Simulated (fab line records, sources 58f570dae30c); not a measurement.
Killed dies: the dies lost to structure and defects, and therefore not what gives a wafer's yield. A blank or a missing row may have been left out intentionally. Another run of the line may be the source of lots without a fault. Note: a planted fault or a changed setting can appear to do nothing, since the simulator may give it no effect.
Matching of chambers | flow berkeley cmos170 | UCB170_V1_CMP_02 on cmp-02: 4 sister chambers
The step polishes SiO2. 8 wafers are shown with their chamber, then 12 later ones without.

WAFERS, EACH WITH ITS CHAMBER
wafer  | chamber | motor current A (A) | retaining ring pressure frac
L783.1 | 0       | 17.4                | 1.011
L780.1 | 0       | 17.2                | 1.005
L788.1 | 3       | 15.4                | 1.005
L788.4 | 1       | 16.6                | 0.998
L788.6 | 2       | 14.2                | 0.999
L797.3 | 1       | 18.1                | 0.997
L797.5 | 3       | 15.8                | 1.000
L797.6 | 2       | 15.0                | 0.998

WAFERS WITHOUT THEIR CHAMBER
wafer  | motor current A (A) | retaining ring pressure frac
L795.1 | 17.5                | 0.995
L795.2 | 17.6                | 1.016
L795.5 | 17.5                | 1.013
L793.2 | 17.7                | 0.998
L793.3 | 14.3                | 0.998
L793.6 | 17.9                | 0.999
L799.3 | 17.6                | 1.005
L799.5 | 15.5                | 1.002
L799.6 | 15.5                | 0.997
L800.2 | 16.8                | 1.006
L800.3 | 17.2                | 1.004
L800.6 | 14.9                | 0.994

WHICH CHAMBER EACH ONE RAN IN
wafer  | from the rows above          | in truth
L795.1 | 1                            | 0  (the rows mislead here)
L795.2 | 0                            | 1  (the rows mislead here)
L795.5 | 0                            | 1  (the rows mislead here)
L793.2 | 1                            | 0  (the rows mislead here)
L793.3 | 2                            | 2
L793.6 | 1                            | 1
L799.3 | can't be placed: 0 or 1      | 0
L799.5 | can't be placed: 3 or 2      | 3
L799.6 | can't be placed: 2 or 3 or 1 | 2
L800.2 | can't be placed: 0 or 3      | 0
L800.3 | can't be placed: 0 or 1 or 3 | 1
L800.6 | can't be placed: 2 or 3      | 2
Placed correctly: 2 of 12. From these rows, 6 cannot be placed; in 6 the true chamber is one of the candidates. Placed wrongly: 4.
How it was worked out, from the rows above alone: a wafer's distance from a chamber is the root of the sum, over the readings, of the square of ((its reading less the chamber's mean) divided by the reading's scatter). The wafer belongs to the nearest chamber; if the next one is less than 2 further off, it can't be placed. A chamber's mean is the mean of its shown wafers. The scatter: take each reading less its chamber's mean, square it, sum over the shown wafers, divide by the number of wafers less the number of chambers, and take the root.
